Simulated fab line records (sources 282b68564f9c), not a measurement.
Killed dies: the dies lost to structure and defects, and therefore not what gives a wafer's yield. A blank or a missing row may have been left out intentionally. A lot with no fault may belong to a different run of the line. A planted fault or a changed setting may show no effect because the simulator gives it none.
fab line records -- flow ritCmos
record: lots: 13, wafers: 39, lastDay: 7
route steps=202 shown FOX1@20 M1@202
lots that met no fault: taken from a fault-free run of the same line
startH: hours from the record's first day to the start of the lot's first wafer shown -- waitH: hours from the lot's prior step to this one -- " as in the row above -- L1.1+2: a single row standing in for several wafers -- - no value present, or no start provided -- * or withheld: withheld -- < > ~ a bound
route shown NAME@n: a module of which the file shows steps, and the number in the route of the first -- usual: mean and standard deviation over wafers with no fault -- same: alike in all rows -- chamber/n: place in a boat -- sites: per-site readings -- _std_site: the values' standard deviation -- _edge_site: outer sites' mean less inner sites' -- radiusMm: for every site, how far away it sits from the centre of the wafer -- mask NAME#n: copy n -- behind: the most recent tool/chamber to have shaped the wafer -- hold: why the lot went on hold/how many hours it stayed there/how the hold came to an end -- device: the n, p or np transistor that did not switch -- end of line: at the end of the route, the tests of the same wafers -- a step with no rows: only its recipe -- killed: count of dies lost to structure and defects at first sort (not the wafer's yield) -- map: the dies of a wafer, with x for killed, . for not killed, _ for no die there
set.NAME: the setting as run; set.NAME@STEP: as run at that earlier step -- model.NAME: the simulator's own value behind a step, which no gauge read
route steps across a sampled set of lots; one table per step, one row per wafer
services: the hour from which a tool's chamber was out of use, counted from the record's first day as startH (under 0 if before that day), plus the number of hours and why
== steps ==
step: RIT_FOX1_OXIDATION_00
recipe: tempC: 1107, ambient: H2O, targetThkA: 3507, pH2oTorr: 720, oxTimeS: 1130
usual: oxTempCMax: 1112.1/1.9, zonePowerLoadPct: 42.5/2
lot.wafer,tool,chamber,startH,waitH,oxTempCMax,zonePowerLoadPct
L557.1,furnace-01,0,15.63,0.0,1111.8,43.2
L557.5,furnace-01,0,15.63,0.0,1109.9,44.9
L557.6,furnace-01,0,15.63,0.0,1110.4,44.8
L558.2,furnace-01,0,22.59,1.3,1110.9,43.4
L558.3,furnace-01,0,22.59,1.3,1111.3,44.0
L558.4,furnace-01,0,22.59,1.3,1110.6,44.3
L559.3,furnace-01,0,28.99,1.2,1110.9,44.8
L559.4,furnace-01,0,28.99,1.2,1111.7,44.3
L559.6,furnace-01,0,28.99,1.2,1109.6,44.0
L560.2,furnace-01,0,31.79,1.1,1111.1,44.0
L560.3,furnace-01,0,31.79,1.1,1110.2,44.5
L560.4,furnace-01,0,31.79,1.1,1111.3,43.7
L561.1,furnace-04,0,37.11,0.0,1112.1,41.2
L561.2,furnace-04,0,37.11,0.0,1111.7,41.8
L561.4,furnace-04,0,37.11,0.0,1113.3,41.6
L568.1,furnace-01,0,70.87,0.0,1111.1,44.1
L568.3,furnace-01,0,70.87,0.0,1109.5,43.8
L568.6,furnace-01,0,70.87,0.0,1109.2,44.4
L569.1,furnace-01,0,76.21,0.0,1110.7,44.1
L569.2,furnace-01,0,76.21,0.0,1109.6,44.1
L569.3,furnace-01,0,76.21,0.0,1109.8,43.9
L573.1,furnace-03,0,96.91,0.0,1116.0,39.6
L573.5,furnace-03,0,96.91,0.0,1113.7,39.0
L573.6,furnace-03,0,96.91,0.0,1114.9,38.7
L575.1,furnace-04,0,105.83,0.2,1114.7,41.7
L575.3,furnace-04,0,105.83,0.2,1113.4,41.8
L575.6,furnace-04,0,105.83,0.2,1113.4,41.2
L576.1,furnace-03,0,111.21,0.0,1115.9,39.2
L576.5,furnace-03,0,111.21,0.0,1115.6,39.3
L576.6,furnace-03,0,111.21,0.0,1115.3,38.6
L577.3,furnace-04,0,115.66,0.0,1112.7,42.4
L577.4,furnace-04,0,115.66,0.0,1112.5,41.3
L577.5,furnace-04,0,115.66,0.0,1111.3,42.1
L579.1,furnace-04,0,125.79,0.0,1111.3,41.7
L579.2,furnace-04,0,125.79,0.0,1114.0,41.7
L579.4,furnace-04,0,125.79,0.0,1113.4,41.6
L580.1,furnace-04,0,130.80,0.0,1111.3,41.6
L580.4,furnace-04,0,130.80,0.0,1111.1,41.3
L580.5,furnace-04,0,130.80,0.0,1112.6,41.9
step: RIT_M1_PROBE_99
usual: killedAtContacts: 0.1/0.25, killedAtFrontEnd: 6.3/2.9, killedDies: 6.4/2.9, killedOnRim: 1.7/1.4, killedOpen: 3.3/2.1, killedShort: 3.1/1.7
same: grossDies: 264, killed_at_M0_to_M3: 0, killed_at_M4_up: 0, killedAtBackSide: 0, killedAtOther: 0
lot.wafer,tool,chamber,startH,waitH,killedAtContacts,killedAtFrontEnd,killedDies,killedOnRim,killedOpen,killedShort
L557.1,prober-01,-,58.03,0.1,0,5,5,3,2,3
L557.5,prober-01,-,58.23,0.2,0,8,8,0,4,4
L557.6,prober-01,-,58.28,0.2,0,7,7,3,4,3
L558.2,prober-02,-,67.03,0.1,0,1,1,0,0,1
L558.3,prober-02,-,67.08,0.2,0,5,5,1,3,2
L558.4,prober-02,-,67.13,0.2,0,10,10,1,3,7
L559.3,prober-01,-,71.78,0.2,0,8,8,3,4,4
L559.4,prober-01,-,71.83,0.2,0,7,7,3,3,3
L559.6,prober-01,-,71.93,0.2,0,2,2,1,1,1
L560.2,prober-02,-,75.28,0.1,0,8,8,2,6,2
L560.3,prober-02,-,75.33,0.2,0,10,10,0,4,6
L560.4,prober-02,-,75.38,0.2,0,6,6,1,2,2
L561.1,prober-01,-,79.02,0.1,1,5,6,1,3,3
L561.2,prober-01,-,79.07,0.1,0,6,6,2,3,3
L561.4,prober-01,-,79.17,0.2,1,2,3,0,2,1
L568.1,prober-02,-,112.64,0.1,0,133,133,31,1,1
L568.3,prober-02,-,112.74,0.2,0,131,131,33,2,3
L568.6,prober-02,-,112.89,0.2,0,150,150,39,2,6
L569.1,prober-02,-,117.72,0.1,0,132,132,34,4,1
L569.2,prober-02,-,117.77,0.1,1,140,141,38,4,3
L569.3,prober-02,-,117.82,0.2,0,144,144,46,2,2
L573.1,prober-02,-,139.73,0.1,0,8,8,3,5,3
L573.5,prober-02,-,139.93,0.2,0,3,3,1,1,2
L573.6,prober-02,-,139.98,0.2,0,10,10,1,7,3
L575.1,prober-02,-,146.47,0.1,0,9,9,4,3,6
L575.3,prober-02,-,146.57,0.2,0,7,7,0,5,2
L575.6,prober-02,-,146.72,0.2,0,3,3,0,2,1
L576.1,prober-01,-,153.66,0.1,0,11,11,3,7,4
L576.5,prober-01,-,153.86,0.2,0,7,7,1,4,3
L576.6,prober-01,-,153.91,0.2,0,4,4,2,3,1
L577.3,prober-02,-,158.77,0.2,0,2,2,0,0,2
L577.4,prober-02,-,158.82,0.2,0,5,5,1,2,3
L577.5,prober-02,-,158.87,0.2,0,6,6,1,2,4
L579.1,prober-02,-,170.43,0.1,0,6,6,4,3,3
L579.2,prober-02,-,170.48,0.1,1,5,6,1,3,3
L579.4,prober-02,-,170.58,0.2,0,8,8,3,6,2
L580.1,prober-01,-,175.20,0.1,0,3,3,0,0,3
L580.4,prober-01,-,175.35,0.2,0,7,7,3,6,1
L580.5,prober-01,-,175.40,0.2,0,6,6,1,2,3
killed by level:class
L557.1 GATE:geometricParticle:short=2 FOX1:geometricParticle:short=1 GATE:geometricParticle:open=1 SPACER:geometricParticle:open=1
L557.5 REOX:geometricParticle:open=2 SILICIDE:geometricParticle:short=2 FOX1:geometricParticle:open=1 FOX2:geometricParticle:short=1 GATE:geometricParticle:open=1 SPACER:geometricParticle:short=1
L557.6 SILICIDE:geometricParticle:open=2 FOX1:geometricParticle:short=1 GATE:geometricParticle:open=1 REOX:geometricParticle:open=1 REOX:geometricParticle:short=1 SILICIDE:geometricParticle:short=1
L558.2 SPACER:geometricParticle:short=1
L558.3 SILICIDE:geometricParticle:short=2 FOX1:geometricParticle:open=1 GATE:geometricParticle:open=1 REOX:geometricParticle:open=1
L558.4 GATE:geometricParticle:short=5 REOX:geometricParticle:open=2 REOX:geometricParticle:short=2 FOX2:geometricParticle:open=1
L559.3 GATE:geometricParticle:open=2 FOX1:geometricParticle:open=1 FOX1:geometricParticle:short=1 FOX2:geometricParticle:short=1 SPACER:geometricParticle:short=1 SILICIDE:geometricParticle:open=1 SILICIDE:geometricParticle:short=1
L559.4 GATE:geometricParticle:open=2 FOX2:geometricParticle:short=1 FOX2:geometricParticle:open=1 GATE:geometricParticle:short=1 SPACER:geometricParticle:short=1 ACTIVE:coatMicrobubblePrinted=1
L559.6 GATE:geometricParticle:open=1 GATE:geometricParticle:short=1
L560.2 GATE:geometricParticle:open=3 REOX:geometricParticle:short=2 FOX1:geometricParticle:open=1 REOX:geometricParticle:open=1 SPACER:geometricParticle:open=1
L560.3 FOX1:geometricParticle:open=4 GATE:geometricParticle:short=3 FOX1:geometricParticle:short=1 REOX:geometricParticle:short=1 SILICIDE:geometricParticle:short=1
L560.4 ACTIVE:coatMicrobubblePrinted=2 FOX1:geometricParticle:open=1 FOX1:geometricParticle:short=1 GATE:geometricParticle:short=1 GATE:geometricParticle:open=1
L561.1 GATE:geometricParticle:short=1 REOX:geometricParticle:open=1 REOX:geometricParticle:short=1 SPACER:geometricParticle:open=1 SILICIDE:geometricParticle:open=1 CONTACT:geometricParticle:short=1
L561.2 FOX1:geometricParticle:open=2 SPACER:geometricParticle:short=2 SPACER:geometricParticle:open=1 SILICIDE:geometricParticle:short=1
L561.4 REOX:geometricParticle:open=1 SPACER:geometricParticle:short=1 CONTACT:geometricParticle:open=1
L568.1 FOX1:unspecified=131 GATE:geometricParticle:open=1 SILICIDE:geometricParticle:short=1
L568.3 FOX1:unspecified=126 FOX1:geometricParticle:short=1 FOX1:geometricParticle:open=1 REOX:geometricParticle:short=1 SPACER:geometricParticle:open=1 SILICIDE:geometricParticle:short=1
L568.6 FOX1:unspecified=142 SPACER:geometricParticle:short=4 GATE:geometricParticle:short=1 SPACER:geometricParticle:open=1 SILICIDE:geometricParticle:open=1 SILICIDE:geometricParticle:short=1
L569.1 FOX1:unspecified=127 ACTIVE:geometricParticle:open=1 FOX2:geometricParticle:open=1 GATE:geometricParticle:open=1 REOX:geometricParticle:open=1 SPACER:geometricParticle:short=1
L569.2 FOX1:unspecified=134 GATE:geometricParticle:open=2 SPACER:geometricParticle:open=2 FOX1:geometricParticle:short=1 GATE:geometricParticle:short=1 CONTACT:geometricParticle:short=1
L569.3 FOX1:unspecified=140 REOX:geometricParticle:open=2 REOX:geometricParticle:short=1 SILICIDE:geometricParticle:short=1
L573.1 GATE:geometricParticle:open=2 SPACER:geometricParticle:open=2 FOX1:geometricParticle:open=1 FOX2:geometricParticle:short=1 REOX:geometricParticle:short=1 SPACER:geometricParticle:short=1
L573.5 GATE:geometricParticle:short=1 REOX:geometricParticle:open=1 SPACER:geometricParticle:short=1
L573.6 GATE:geometricParticle:open=4 SPACER:geometricParticle:open=3 REOX:geometricParticle:short=2 GATE:geometricParticle:short=1
L575.1 GATE:geometricParticle:open=2 GATE:geometricParticle:short=2 FOX1:geometricParticle:short=1 REOX:geometricParticle:short=1 REOX:geometricParticle:open=1 SPACER:geometricParticle:short=1 SILICIDE:geometricParticle:short=1
L575.3 FOX2:geometricParticle:open=3 GATE:geometricParticle:open=1 GATE:geometricParticle:short=1 REOX:geometricParticle:short=1 SPACER:geometricParticle:open=1
L575.6 GATE:geometricParticle:open=2 REOX:geometricParticle:short=1
L576.1 GATE:geometricParticle:open=2 SPACER:geometricParticle:open=2 FOX1:geometricParticle:short=1 FOX1:geometricParticle:open=1 FOX2:geometricParticle:open=1 FOX2:geometricParticle:short=1 SPACER:geometricParticle:short=1 SILICIDE:geometricParticle:short=1
L576.5 FOX2:geometricParticle:open=2 FOX1:geometricParticle:short=1 FOX2:geometricParticle:short=1 GATE:geometricParticle:open=1 SPACER:geometricParticle:open=1 SILICIDE:geometricParticle:short=1
L576.6 SPACER:geometricParticle:open=2 GATE:geometricParticle:open=1 SPACER:geometricParticle:short=1
L577.3 GATE:geometricParticle:short=2
L577.4 REOX:geometricParticle:short=2 GATE:geometricParticle:short=1 REOX:geometricParticle:open=1 SPACER:geometricParticle:open=1
L577.5 FOX1:geometricParticle:short=1 FOX2:geometricParticle:short=1 GATE:geometricParticle:short=1 GATE:geometricParticle:open=1 SILICIDE:geometricParticle:open=1 SILICIDE:geometricParticle:short=1
L579.1 GATE:geometricParticle:short=2 GATE:geometricParticle:open=1 REOX:geometricParticle:open=1 SILICIDE:geometricParticle:short=1 SILICIDE:geometricParticle:open=1
L579.2 FOX1:geometricParticle:short=1 FOX1:geometricParticle:open=1 FOX2:geometricParticle:open=1 GATE:geometricParticle:short=1 SPACER:geometricParticle:open=1 CONTACT:geometricParticle:short=1
L579.4 REOX:geometricParticle:open=3 GATE:geometricParticle:short=2 SILICIDE:geometricParticle:open=2 SPACER:geometricParticle:open=1
L580.1 FOX2:geometricParticle:short=1 GATE:geometricParticle:short=1 REOX:geometricParticle:short=1
L580.4 GATE:geometricParticle:open=3 FOX1:geometricParticle:open=1 GATE:geometricParticle:short=1 REOX:geometricParticle:open=1 SPACER:geometricParticle:open=1
L580.5 REOX:geometricParticle:short=3 FOX1:geometricParticle:open=1 REOX:geometricParticle:open=1 NWELL:coatMicrobubblePrinted=1
== services ==
tool,chamber,startH,hours,kind
furnace-01,-,-1.50,3.3,pm
furnace-04,-,1.95,4.1,pm
furnace-01,-,45.29,4.4,pm
== key ==
firstSign: step: RIT_M1_PROBE_99, reading: killedAtFrontEnd, direction: up, sigmas: 45, usual: 6.3, struck: 138.3
effect: step: RIT_M1_PROBE_99, reading: killedDies, direction: up, sigmas: 45, usual: 6.4, struck: 138.5
metAt RIT_FOX1_OXIDATION_00
struckLots L568,L569
testerLeftOut L568,L569
onsetBetween 31.79 70.87
fault: kind: chamberParticleSource, tool: furnace-01, chamber: -, onsetH: 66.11, steps: RIT_FOX1_OXIDATION_00, ratePerVisitCm2: 1.3506, endH: 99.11
testerLeftOut: of these lots the tester's yield and bins aren't shown, on N5 and GAA mostly nor the transistor test; their killed dies are dies lost to structure and defects alone, not to doping, threshold or leakage, so they don't give the yield
